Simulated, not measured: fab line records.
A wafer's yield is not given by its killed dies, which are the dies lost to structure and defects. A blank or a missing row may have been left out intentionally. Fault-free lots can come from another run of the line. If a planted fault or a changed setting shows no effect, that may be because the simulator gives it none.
Which tool was responsible? -- flow berkeley-cmos170 -- Sampling: 11 lots, 33 wafers, 3 of 331 route steps

WHAT THE GAUGES READ, wafer by wafer
UCB170_M1_CD_MEAS_09: the cd target is 700 nm.
lot,measured,on,cd-nm (nm)
L423,day 8 00:27,cd-sem-01,699.9 702.5 702.4
L424,day 7 22:58,cd-sem-01,699.4 699.5 699.2
L425,day 8 03:02,cd-sem-01,697.6 697.8 696.7
L426,day 8 09:18,cd-sem-02,700.7 700.1 699.9
L427,day 8 08:07,cd-sem-01,700.9 701.5 701.5
L428,day 8 11:01,cd-sem-01,699.6 700.0 699.3
L430,day 8 11:04,cd-sem-02,700.4 698.6 699.9
L429,day 8 17:21,cd-sem-01,700.2 701.0 701.0
L440,day 11 05:41,cd-sem-01,675.7 675.9 676.7
L442,day 12 01:41,cd-sem-01,677.8 676.9 675.7
L446,day 12 14:58,cd-sem-01,701.1 700.8 700.4

EACH LOT AND THE TOOL THAT RAN IT (in order: tool; ch and the chambers of the sampled wafers; start)
lot,UCB170_NVT_STRIP_08,UCB170_M1_COAT_04
L423,"plasma-asher-04 ch 0,1, day 6 00:02","litho-track-03 ch 0, day 7 23:00"
L424,"plasma-asher-03 ch 0,1, day 6 00:18","litho-track-04 ch 0, day 7 22:00"
L425,"plasma-asher-01 ch 0,1, day 6 18:29","litho-track-04 ch 0, day 8 02:00"
L426,"plasma-asher-03 ch 0,1, day 6 18:41","litho-track-01 ch 0, day 8 08:00"
L427,"plasma-asher-01 ch 0,1, day 6 18:47","litho-track-03 ch 0, day 8 07:00"
L428,"plasma-asher-04 ch 1, day 7 01:01","litho-track-03 ch 0, day 8 10:00"
L430,"plasma-asher-03 ch 0,1, day 7 05:53","litho-track-01 ch 0, day 8 09:00"
L429,"plasma-asher-01 ch 0,1, day 7 06:08","litho-track-04 ch 0, day 8 16:00"
L440,"plasma-asher-03 ch 0,1, day 9 14:29","litho-track-01 ch 0, day 11 04:00"
L442,"plasma-asher-03 ch 0,1, day 10 09:15","litho-track-01 ch 0, day 12 00:00"
L446,"plasma-asher-03 ch 0,1, day 10 20:34","litho-track-04 ch 0, day 12 14:00"
- UCB170_NVT_STRIP_08: strips in O2.
- UCB170_M1_COAT_04: resist thk 900 nm.

THE ANSWER, worked out from the rows above alone
Rule: the usual values come from the lots themselves. The widest of any qualifying gaps counts: lots, ordered by their means at a reading, are off when they make up no more than a third of the lots, leave a main group of 4 or more, and stand apart from it by 3 or more times the standard deviation of that group's means. Not used: any main group whose means are identical at the precision the tables above print for the reading. A lot without any number at a reading at which 4 lots or more have one is off too. All remaining lots with rows at the step are treated as sound.
Off, at UCB170_M1_CD_MEAS_09 on cd-nm: L440, L442. The main group: mean 700.1 nm, standard deviation 1.2.
If a tool, at a process step before that reading, ran all the lots that are off and no sound lot after the first of them, it fits. Gauges at UCB170_M1_CD_MEAS_09: tried the same way as those tools. One candidate fits, namely litho-track-01 at UCB170_M1_COAT_04. A fault onset in the window from L430 (day 8 09:00, its last sound lot) to L440 (day 11 04:00, its first lot off) fits.

WHAT THE SIMULATOR PUT IN
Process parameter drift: litho-track-01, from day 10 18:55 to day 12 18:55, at UCB170_M1_COAT_04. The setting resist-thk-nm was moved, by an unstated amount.
Lots struck among those shown: L440, L442. The rule above found the same.
